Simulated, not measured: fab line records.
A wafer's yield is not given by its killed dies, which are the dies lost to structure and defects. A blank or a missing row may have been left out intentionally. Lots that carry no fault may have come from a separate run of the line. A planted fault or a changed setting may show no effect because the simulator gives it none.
Code-filled problem report in 8D (eight disciplines) form	flow berkeley_cmos170	the parts of the form that need people (team, actions taken, sign-off) are left out

== 1. THE PROBLEM ==
Mean of chamber_o2_ppm at UCB170_SILICIDE_RTA_04: 61.995 across 9 wafers in 3 lots; on wafers with no fault it is 2.000 (standard deviation 0.018). So: +99 or more standard deviations from the usual mean.
The step: time 15 s.
First seen on wafer L265.1, day 10 05:49, on rtp_anneal-01. At this step, 45 wafers from 15 lots have a number in the record. By rule, "out" or "out of limits" means more than 4 standard deviations away from the usual mean. The other wafers with a number count as sound.

== 2. WHAT THIS IS AND IS NOT ==
question	is	is not
which readings at this step	chamber_o2_ppm	lamp_power_pct, wafer_temp_C_max
which lots	L265, L267, L270	L250, L252, L253, L257, L259, L260, L261, L262, L263, L264, L268, L272
which wafers of those lots	all that have a number	-
read on which tools	rtp_anneal-01	rtp_anneal-02
when	from day 10 05:49	up to then (27 sound wafers); but 9 sound wafers of L264, L268, L272 came after

== 3. WHAT RULES OUT EACH SUSPECT ==
Counting: a tool stays on the suspect list if, at a process step up to the reading, it processed all lots that are out and no sound lot following the first of them.
- rtp_anneal-01 at UCB170_SILICIDE_RTA_04 (time 15 s): kept. It processed each lot that is out, first L265 at day 10 05:49, and no sound lot thereafter; up to then, the last sound lot it processed was L262 at day 10 05:26. Out on those wafers are its own readings of chamber_o2_ppm.
After counting, what remains is rtp_anneal-01 at UCB170_SILICIDE_RTA_04.

== 4. THE CAUSE (what the simulator had put in) ==
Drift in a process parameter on rtp_anneal-01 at UCB170_SILICIDE_RTA_04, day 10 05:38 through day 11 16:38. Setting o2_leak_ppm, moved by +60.
Counting left only this tool.

== 5. SEQUENCE OF EFFECTS, ordered by route ==
One row per reading whose mean, taken over the struck wafers that have a number, lies over 3 standard deviations from the usual. Readings are gone through only where the record gives a usual standard deviation; hours: the median, over the lots, of the time from a lot's start at the first step in this table giving one to that lot's start at this step; sigmas: the change measured in usual standard deviations.
hours	step	reading	usual	on struck wafers	change	sigmas
0	UCB170_SILICIDE_RTA_04	chamber_o2_ppm	2.000	61.995	+59.995	+99 or more
Its process steps:
- UCB170_SILICIDE_RTA_04: time 15 s.

== 6. WHAT WOULD HAVE CAUGHT IT SOONER ==
In this record no reading fell out of limits until day 10 05:49, 0 hours after the fault had begun at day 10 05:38.
